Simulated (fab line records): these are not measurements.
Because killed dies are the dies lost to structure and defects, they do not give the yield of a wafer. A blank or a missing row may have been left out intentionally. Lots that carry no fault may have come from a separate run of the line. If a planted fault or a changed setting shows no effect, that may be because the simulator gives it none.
A struck lot beside a sound one | flow berkeley-cmos170 | 14 out of 331 route steps
Sound: these wafers, L403.1, L403.2, L403.6. Wafers L400.1, L400.4, L400.6 were the ones struck. The cause is named last.
Each step with rows lists, per side, the tool, then ch with its chambers, then its first start. Under that, the readings that differ: sound wafers | struck wafers | difference of the means | sigmas: that difference in standard deviations of wafers without a fault.
alike: words and numbers the same on both sides, and readings whose means are apart by under 2 such deviations; not compared: readings that were withheld, readings missing a value for some wafer, numbers with overlapping values and no deviation given by the record, and bounds like >300 which may hide the same value.
A row with sigmas, a row that says differs or no value, or rows on one side alone: a step with any of these is where the two part. Non-overlapping numbers with no deviation appear without sigmas and do not part them. Lack of a reading on every wafer of one side parts them only where that side has two or more wafers.

first, 2 steps without rows for these wafers: UCB170_PSD_PEB_04; UCB170_PSD_DEVELOP_05 (develop time 45 s).
UCB170_PSD_CD_MEAS_06: target cd 1200 nm.
  sound on cd-sem-02, day 10 18:11; struck on cd-sem-01, day 10 18:28
  alike: cd-nm
UCB170_PSD_OVL_MEAS_07:
  sound on overlay-02, day 10 18:18; struck on overlay-02, day 10 18:35
  alike: PSD_OVL
after that, 1 step had no rows for these wafers: UCB170_PSD_IMPLANT_08.
UCB170_PSD_STRIP_09: strips in O2.
  sound on plasma-asher-03 ch 0,1, day 10 18:29; struck on plasma-asher-02 ch 0,1, day 10 18:46
  reading                      | sound             | struck            | difference | sigmas
  strip-time-to-endpoint-s (s) | 29.31 29.30 29.27 | 29.45 29.47 29.49 | +0.18      | +2
  alike: drypump-motor-current-A, oes-product-au
  not compared: rf-hours-counter-h
UCB170_PSD_TW_MEAS_10:
  sound on film-metro-01, day 10 18:35; struck on film-metro-03, day 10 18:52
  alike: PSD_TW
then, 5 steps without rows for these wafers: UCB170_PSD_CLEAN_11 (cleans in SPM, time 600 s); UCB170_NSD_HMDS_00 (prime time 60 s); UCB170_NSD_COAT_01 (resist thk 900 nm); UCB170_NSD_SOFTBAKE_02 (time 60 s); UCB170_NSD_EXPOSE_03 (exposes mask NSELECT MOD, target cd 1200 nm).
UCB170_NSD_PEB_04:
  sound on litho-track-04 ch 0, day 10 20:29; struck on litho-track-03, day 10 20:45
  no value came back on the struck wafers for chill-plate-temp-C (C), exhaust-pa (Pa), resist-line-temp-C (C); on the sound wafers chill-plate-temp-C (C) reads 22.96 23.08 22.76
then, 1 step without rows for these wafers: UCB170_NSD_DEVELOP_05 (develop time 45 s).

== WHERE THEY PART ==
At UCB170_PSD_STRIP_09 first; at UCB170_NSD_PEB_04 last (within this record only).

WHY: the cause the simulator had injected
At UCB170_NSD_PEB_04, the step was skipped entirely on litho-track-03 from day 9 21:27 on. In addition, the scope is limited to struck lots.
